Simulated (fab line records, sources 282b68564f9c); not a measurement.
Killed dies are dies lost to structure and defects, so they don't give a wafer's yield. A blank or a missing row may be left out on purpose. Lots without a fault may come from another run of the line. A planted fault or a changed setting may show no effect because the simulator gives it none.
Tool commonality check | flow rit_cmos | 15 lots, 54 wafers sampled

WHY IT WAS OPENED
At RIT_PLDD_TW_MEAS_10 the reading PLDD_TW is flagged on 3 of 15 lots. Wafers without a fault read 2349, standard deviation 9.6.
Rule: a lot is flagged when every wafer of it that has a number lies more than 4 standard deviations from that mean, or none has a number. The other lots count as sound.

lot  | measured    | on            | PLDD_TW, wafer by wafer       | flag
L878 | day 2 20:37 | film_metro-02 | 2364 2361 2357                |
L879 | day 3 01:58 | film_metro-03 | 2350 2351 2358                |
L880 | day 3 08:20 | film_metro-04 | 2348 2360 2365                |
L881 | day 3 11:02 | film_metro-03 | 2361 2347 2367                |
L882 | day 3 16:50 | film_metro-03 | 2358 2353 2348                |
L883 | day 3 21:02 | film_metro-02 | 2336 2342 2351                |
L884 | day 4 01:26 | film_metro-02 | 2341 2345 2363                |
L885 | day 4 07:42 | film_metro-04 | 2333 2336 2329                |
L886 | day 4 12:11 | film_metro-03 | 2352 2356 2342                |
L889 | day 5 03:26 | film_metro-02 | 2714 2706 2723 2717 2724 2718 | FLAGGED
L890 | day 5 06:39 | film_metro-04 | 2722 2725 2729 2726 2735 2735 | FLAGGED
L892 | day 5 17:38 | film_metro-03 | 2711 2697 2705 2714 2716 2704 | FLAGGED
L893 | day 5 21:43 | film_metro-03 | 2337 2339 2359                |
L897 | day 6 17:41 | film_metro-02 | 2355 2353 2358                |
L898 | day 6 23:14 | film_metro-02 | 2348 2347 2343                |
The numbers of the flagged lots are 2718 on average: +369 against the usual, or +38 standard deviations.

WHICH TOOL RAN EACH LOT
The record holds 1 process step before the reading, out of a route of 202 steps. In each cell: the tool, then ch and the chambers that the sampled wafers went through, then the start.
lot  | flag    | RIT_PLDD_IMPLANT_08
L878 |         | implanter-04 ch 0, day 2 20:18
L879 |         | implanter-04 ch 0, day 3 01:40
L880 |         | implanter-03 ch 0, day 3 08:01
L881 |         | implanter-01 ch 0, day 3 10:44
L882 |         | implanter-04 ch 0, day 3 16:31
L883 |         | implanter-03 ch 0, day 3 20:43
L884 |         | implanter-03 ch 0, day 4 01:08
L885 |         | implanter-04 ch 0, day 4 07:25
L886 |         | implanter-04 ch 0, day 4 11:53
L889 | FLAGGED | implanter-04 ch 0, day 5 03:07
L890 | FLAGGED | implanter-04 ch 0, day 5 06:20
L892 | FLAGGED | implanter-04 ch 0, day 5 17:19
L893 |         | implanter-03 ch 0, day 5 21:25
L897 |         | implanter-03 ch 0, day 6 17:22
L898 |         | implanter-01 ch 0, day 6 22:55
What these steps do:
- RIT_PLDD_IMPLANT_08
- RIT_PLDD_TW_MEAS_10

FLAGGED OVER TOTAL, TOOL BY TOOL (the gauges that took the reading come last)
step                | tool          | lots run | flagged | share of the flagged lots | sound lots run after its first flagged lot
RIT_PLDD_IMPLANT_08 | implanter-01  | 2        | 0       | none                      | -
RIT_PLDD_IMPLANT_08 | implanter-03  | 5        | 0       | none                      | -
RIT_PLDD_IMPLANT_08 | implanter-04  | 8        | 3       | all                       | 0
RIT_PLDD_TW_MEAS_10 | film_metro-02 | 6        | 1       | some                      | 2 (L897,L898)
RIT_PLDD_TW_MEAS_10 | film_metro-03 | 6        | 1       | some                      | 1 (L893)
RIT_PLDD_TW_MEAS_10 | film_metro-04 | 3        | 1       | some                      | 0

WHAT THE TABLE ALLOWS
1 row of the table ran every flagged lot: implanter-04 at RIT_PLDD_IMPLANT_08.
- implanter-04 at RIT_PLDD_IMPLANT_08: 3 of its 8 lots flagged. Its last sound lot is L886 (day 4 11:53), its first flagged lot L889 (day 5 03:07): a fault that began between those two fits. Its own readings lie more than 4 standard deviations out on every wafer of the flagged lots: dose_ions_cm2, faraday_current_uA.
One tool is left: implanter-04 at RIT_PLDD_IMPLANT_08.

WHAT THE SIMULATOR HAD PUT IN
Process parameter drift: implanter-04, from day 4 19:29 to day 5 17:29, at RIT_PLDD_IMPLANT_08. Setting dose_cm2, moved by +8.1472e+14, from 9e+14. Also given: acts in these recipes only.
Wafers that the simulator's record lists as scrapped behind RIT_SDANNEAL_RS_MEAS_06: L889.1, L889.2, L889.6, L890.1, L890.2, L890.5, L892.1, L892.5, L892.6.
Lots struck among those shown: L889, L890, L892. The rule above found the same.
